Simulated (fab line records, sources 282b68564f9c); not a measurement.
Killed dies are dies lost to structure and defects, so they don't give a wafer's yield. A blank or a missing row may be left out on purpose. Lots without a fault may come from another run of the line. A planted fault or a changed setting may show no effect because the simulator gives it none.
Problem report in the 8D (eight disciplines) form, filled by code | flow rit_cmos | the parts of the form that need people (team, actions taken, sign-off) are left out

1. THE PROBLEM
spin_speed_rpm at RIT_PRETRO_COAT_01 reads a mean of 1927.9 rpm on 6 wafers of 2 lots; wafers without a fault read 1999.9 rpm with a standard deviation of 1.4. That is -51 standard deviations from the usual mean.
The step: resist thk 1300 nm.
First seen on wafer L629.3, day 3 22:37, on litho_track-01. The record holds 18 wafers of 6 lots with a number at this step. Rule for "out", or "out of limits": more than 4 standard deviations from the usual mean. The other wafers with a number count as sound.

2. WHAT IT IS AND WHAT IT IS NOT
question                    | is                     | is not
which readings at this step | spin_speed_rpm         | dispense_pressure_kPa
which lots                  | L629, L631             | L622, L625, L638, L643
which wafers of those lots  | all that have a number | -
read on which tools         | litho_track-01         | litho_track-03, litho_track-04
when                        | from day 3 22:37       | up to then (6 sound wafers); but 6 sound wafers of L638, L643 came after

3. SUSPECTS, AND WHAT RULES EACH OUT
Counting: a tool at a process step up to the reading stays a suspect if it ran every lot that is out and no sound lot after the first of them.
- plasma_asher-03 at RIT_NRETRO_STRIP_09 (strips in O2, time 180 s): ruled out as a lasting fault. Sound lots L638, L643 ran on it after its first lot that is out, L629 (day 3 22:14).
- litho_track-01 at RIT_PRETRO_COAT_01 (resist thk 1300 nm): kept. It ran every lot that is out, first L629 (day 3 22:37), and no sound lot after that; its last sound lot up to then is L622 (day 2 11:59). Its own readings are out on those wafers: spin_speed_rpm.
Left after counting: litho_track-01 at RIT_PRETRO_COAT_01.

4. THE CAUSE (what the simulator had put in)
Process parameter drift: litho_track-01, from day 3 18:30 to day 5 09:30, at RIT_PRETRO_COAT_01. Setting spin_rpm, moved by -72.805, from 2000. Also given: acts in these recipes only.
Counting left only this tool.

5. THE CHAIN OF EFFECTS, in route order
Each row: a reading whose mean over the struck wafers that have a number lies more than 3 standard deviations from the usual. Only readings for which the record gives a usual standard deviation are gone through. hours: the time from each lot's start at the first step in this table that gives one to its start at this step, as a median over the lots. sigmas: the change in usual standard deviations.
hours | step               | reading        | usual      | on struck wafers | change | sigmas
0     | RIT_PRETRO_COAT_01 | spin_speed_rpm | 1999.9 rpm | 1927.9           | -72.0  | -51
The process steps in it:
- RIT_PRETRO_COAT_01: resist thk 1300 nm.
Later measuring or inspecting steps at which every struck wafer that the step has a row for has a number for every such reading, and none has moved that far: RIT_PRETRO_OVL_MEAS_06.

6. WHAT WOULD HAVE CAUGHT IT SOONER
In this record the first reading out of limits was taken at day 3 22:37, 4 hours after the fault began at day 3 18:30.
